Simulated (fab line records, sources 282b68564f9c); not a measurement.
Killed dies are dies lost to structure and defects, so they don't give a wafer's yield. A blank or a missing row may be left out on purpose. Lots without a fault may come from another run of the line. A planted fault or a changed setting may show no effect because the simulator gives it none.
fab line records | flow rit_cmos
record lots=6 wafers=18 last_day=7
route steps=202 shown NSD@132 PSD@142 M1@202
lots that met no fault: from a run of the same line without faults
start_h: hours from the record's first day to the start of the lot's first wafer shown | wait_h: hours since the lot's step before | " the same as in the row above | L1.1+2: a row that stands for several wafers | - no value, or no start given | * or withheld: withheld | < > ~ a bound
route shown NAME@n: a module of which the file shows steps, and the number in the route of the first | usual: mean/standard deviation of fault-free wafers | same: alike in all rows | chamber/n: place in a boat | sites: the reading at each site | _std_site: their standard deviation | _edge_site: outer sites' mean less inner sites' | radius_mm: how far each site lies from the wafer's centre | mask NAME#n: copy n | behind: the tool/chamber that last shaped the wafer | hold: why the lot was held/for how many hours/how that ended | device: the transistor (n, p or np) that didn't switch | end of line: the same wafers' tests at the end of the route | a step without rows: its recipe alone | killed: dies lost to structure and defects at the first sort, not the wafer's yield | map: a wafer's dies, x killed, . not, _ none there
set.NAME: the setting as run; set.NAME@STEP: as run at that earlier step | model.NAME: the simulator's own value behind a step, which no gauge read
lots at some steps of the route; a table a step, a row a wafer
services: from which hour (start_h, from the record's first day; less than 0 if before it) a tool's chamber was out of use, for how many hours, and why
## steps
# step RIT_NSD_COAT_01
# recipe resist=NOVOLAK spin_rpm=3250 resist_thk_nm=1000
# step RIT_NSD_SOFTBAKE_02
# recipe resist=NOVOLAK temp_c=90 time_s=58.73
# step RIT_NSD_EXPOSE_03
# recipe mask_id=M9 na=0.57 target_cd_nm=40700 dose_mj=250
# step RIT_NSD_PEB_04
# recipe resist=NOVOLAK temp_c=withheld time_s=withheld
# step RIT_NSD_DEVELOP_05
# recipe resist=NOVOLAK develop_time_s=50 dev_temp_c=23
# step RIT_NSD_OVL_MEAS_06
# usual NSD_OVL=1.1/1.4
# columns lot.wafer tool chamber start_h wait_h NSD_OVL[nm]
L394.3 overlay-02 - 53.70 - 1.8
L394.4 " - " " 2.4
L394.6 " - " " 2.4
L398.1 overlay-01 - 73.89 - 0.7
L398.4 " - " " 0.5
L398.5 " - " " 0.9
L409.1 overlay-02 - 134.08 - 2.6
L409.4 " - " " 2.8
L409.6 " - " " 3.1
L410.2 overlay-01 - 134.56 - 1.9
L410.5 " - " " 1.3
L410.6 " - " " 1.7
L413.4 overlay-02 - 151.55 - 1.4
L413.5 " - " " 1.3
L413.6 " - " " 2.6
L416.2 overlay-02 - 163.00 - 0.3
L416.3 " - " " 1.0
L416.4 " - " " 1.3
# step RIT_NSD_HARDBAKE_07
# recipe resist=NOVOLAK temp_c=140 time_s=60
# step RIT_NSD_IMPLANT_08
# recipe species=P energy_kev=25 dose_cm2=9.81e+14 tilt_deg=7
# step RIT_NSD_STRIP_09
# recipe chemistry=O2 time_s=180 resist=NOVOLAK platen_temp_c=withheld power_w=500 pressure_mtorr=4000 o2_flow_sccm=4000
# usual drypump_motor_current_A=5.5/0.48
# columns lot.wafer tool chamber start_h wait_h drypump_motor_current_A rf_hours_counter_h
L394.3 plasma_asher-03 1 54.08 0.1 6.0 -
L394.4 " 0 " " 5.0 -
L394.6 " 0 " " 5.0 -
L398.1 plasma_asher-03 0 74.23 0.1 5.0 41
L398.4 " 0 " " 5.0 -
L398.5 " 0 " " 5.0 -
L409.1 plasma_asher-03 1 134.41 0.1 5.9 1
L409.4 " 0 " " 5.0 -
L409.6 " 1 " " 5.9 -
L410.2 plasma_asher-01 1 134.89 0.1 6.0 51
L410.5 " 1 " " 6.0 -
L410.6 " 0 " " 5.1 -
L413.4 plasma_asher-01 1 151.92 0.1 5.9 -
L413.5 " 0 " " 5.1 -
L413.6 " 1 " " 5.9 -
L416.2 plasma_asher-03 0 163.35 0.1 5.0 4
L416.3 " 1 " " 6.0 -
L416.4 " 0 " " 5.0 -
# step RIT_NSD_TW_MEAS_10
# usual NSD_TW=3120/24
# columns lot.wafer tool chamber start_h wait_h NSD_TW
L394.3 film_metro-01 - 54.22 0.1 3152
L394.4 " - " " 3162
L394.6 " - " " 3153
L398.1 film_metro-02 - 74.40 0.1 3099
L398.4 " - " " 3107
L398.5 " - " " 3105
L409.1 film_metro-04 - 134.59 0.1 3104
L409.4 " - " " 3107
L409.6 " - " " 3093
L410.2 film_metro-04 - 135.08 0.1 3115
L410.5 " - " " 3108
L410.6 " - " " 3103
L413.4 film_metro-02 - 152.07 0.1 3091
L413.5 " - " " 3079
L413.6 " - " " 3103
L416.2 film_metro-02 - 163.54 0.1 3079
L416.3 " - " " 3102
L416.4 " - " " 3086
# step RIT_PSD_HMDS_00
# recipe prime_time_s=60 prime_temp_c=140
# step RIT_PSD_COAT_01
# recipe resist=NOVOLAK spin_rpm=3250 resist_thk_nm=1000
# step RIT_PSD_SOFTBAKE_02
# recipe resist=NOVOLAK temp_c=90 time_s=60
# usual heater_power_total_W=34.57/0.048 run_length_s=89.12/0.12
# columns lot.wafer tool chamber start_h wait_h heater_power_total_W run_length_s
L394.3 litho_track-02 0 54.61 0.1 34.64 88.95
L394.4 " 0 " " 34.65 89.19
L394.6 " 0 " " 34.58 89.07
L398.1 litho_track-03 0 74.76 0.1 34.56 89.16
L398.4 " 0 " " 34.54 89.06
L398.5 " 0 " " 34.61 89.18
L409.1 litho_track-02 0 134.95 0.1 35.27 84.87
L409.4 " 0 " " 35.28 84.79
L409.6 " 0 " " 35.40 84.80
L410.2 litho_track-02 0 135.45 0.1 35.39 84.84
L410.5 " 0 " " 35.40 84.89
L410.6 " 0 " " 35.31 84.88
L413.4 litho_track-01 0 152.57 0.1 34.58 88.97
L413.5 " 0 " " 34.61 89.44
L413.6 " 0 " " 34.55 89.22
L416.2 litho_track-03 0 163.91 0.1 34.54 89.10
L416.3 " 0 " " 34.55 89.14
L416.4 " 0 " " 34.58 89.22
# step RIT_PSD_EXPOSE_03
# recipe mask_id=M10 na=0.57 target_cd_nm=40900 dose_mj=250
# step RIT_M1_PROBE_99
# usual killed_at_M0_to_M3=0.0/0.16 killed_at_contacts=0.1/0.24 killed_at_front_end=6.7/2.9 killed_dies=6.8/2.9 killed_open=3.5/1.8 killed_short=3.3/2.1
# same gross_dies=264 killed_at_M4_up=0 killed_at_back_side=0 killed_at_other=0
# columns lot.wafer tool chamber start_h wait_h killed_at_M0_to_M3 killed_at_contacts killed_at_front_end killed_dies killed_open killed_short
L394.3 prober-01 - 63.87 0.2 0 0 8 8 2 6
L394.4 prober-01 - 63.92 0.2 0 1 10 11 5 6
L394.6 prober-01 - 64.02 0.2 0 0 7 7 3 4
L398.1 prober-01 - 84.30 0.1 0 0 5 5 2 3
L398.4 prober-01 - 84.45 0.2 0 0 2 2 2 0
L398.5 prober-01 - 84.50 0.2 1 1 7 9 2 7
L409.1 prober-02 - 145.11 0.1 0 0 4 4 4 0
L409.4 prober-02 - 145.26 0.2 0 0 4 4 3 1
L409.6 prober-02 - 145.36 0.2 0 0 5 5 4 1
L410.2 prober-01 - 145.16 0.1 0 0 4 4 3 1
L410.5 prober-01 - 145.31 0.2 0 0 7 7 4 3
L410.6 prober-01 - 145.36 0.2 0 0 11 11 3 8
# killed by level:class
L394.3 GATE:geometric_particle:short=4 GATE:geometric_particle:open=2 SPACER:geometric_particle:short=1 SILICIDE:geometric_particle:short=1
L394.4 GATE:geometric_particle:short=3 SILICIDE:geometric_particle:open=2 GATE:geometric_particle:open=2 FOX1:geometric_particle:open=1 FOX2:geometric_particle:short=1 SILICIDE:geometric_particle:short=1 CONTACT:geometric_particle:short=1
L394.6 GATE:geometric_particle:open=2 FOX1:geometric_particle:short=1 GATE:geometric_particle:short=1 REOX:geometric_particle:open=1 SPACER:geometric_particle:short=1 SILICIDE:geometric_particle:short=1
L398.1 REOX:geometric_particle:open=2 FOX1:geometric_particle:short=1 FOX2:geometric_particle:short=1 GATE:geometric_particle:short=1
L398.4 GATE:geometric_particle:open=2
L398.5 FOX1:geometric_particle:short=2 SILICIDE:geometric_particle:short=2 GATE:geometric_particle:short=1 SPACER:geometric_particle:short=1 SILICIDE:geometric_particle:open=1 CONTACT:geometric_particle:open=1 M1:geometric_particle:short=1
L409.1 FOX1:geometric_particle:open=1 GATE:geometric_particle:open=1 SPACER:geometric_particle:open=1 SILICIDE:geometric_particle:open=1
L410.2 GATE:geometric_particle:open=1 SPACER:geometric_particle:short=1 SPACER:geometric_particle:open=1 SILICIDE:geometric_particle:open=1
L409.4 REOX:geometric_particle:open=2 FOX2:geometric_particle:open=1 GATE:geometric_particle:short=1
L410.5 GATE:geometric_particle:short=2 GATE:geometric_particle:open=2 FOX1:geometric_particle:open=1 REOX:geometric_particle:short=1 SPACER:geometric_particle:open=1
L409.6 GATE:geometric_particle:open=2 REOX:geometric_particle:open=1 REOX:geometric_particle:short=1 SILICIDE:geometric_particle:open=1
L410.6 SPACER:geometric_particle:short=5 GATE:geometric_particle:open=3 GATE:geometric_particle:short=2 SILICIDE:geometric_particle:short=1
## services
# columns tool chamber start_h hours kind
plasma_asher-03 - 108.75 9.0 pm
plasma_asher-03 0 108.75 9.0 vent_cycle
plasma_asher-03 1 108.75 9.0 vent_cycle
plasma_asher-01 - 115.41 1.7 repair
plasma_asher-03 0 117.75 - clean
plasma_asher-03 1 117.75 - clean
plasma_asher-03 - 129.50 4.1 repair
plasma_asher-03 - 135.38 6.6 repair
## key
first_sign step=RIT_PSD_SOFTBAKE_02 reading=run_length_s direction=down sigmas=35 usual=* struck=*
effect step=RIT_PSD_SOFTBAKE_02 reading=heater_power_total_W direction=up sigmas=16 usual=34.57 struck=35.34
met_at RIT_PSD_SOFTBAKE_02
struck_wafers L409.1,L409.4,L409.6,L410.2,L410.5,L410.6
tester_left_out L409,L410
onset_between 54.61 134.95
fault kind=process_parameter_drift tool=litho_track-02 chamber=- onset_h=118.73 steps=RIT_PSD_SOFTBAKE_02 channel=time_s offset=* shape=step end_h=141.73 acts_in=* stated=*
# tester_left_out: of these lots the tester's yield and bins aren't shown, on N5 and GAA mostly nor the transistor test; their killed dies are dies lost to structure and defects alone, not to doping, threshold or leakage, so they don't give the yield
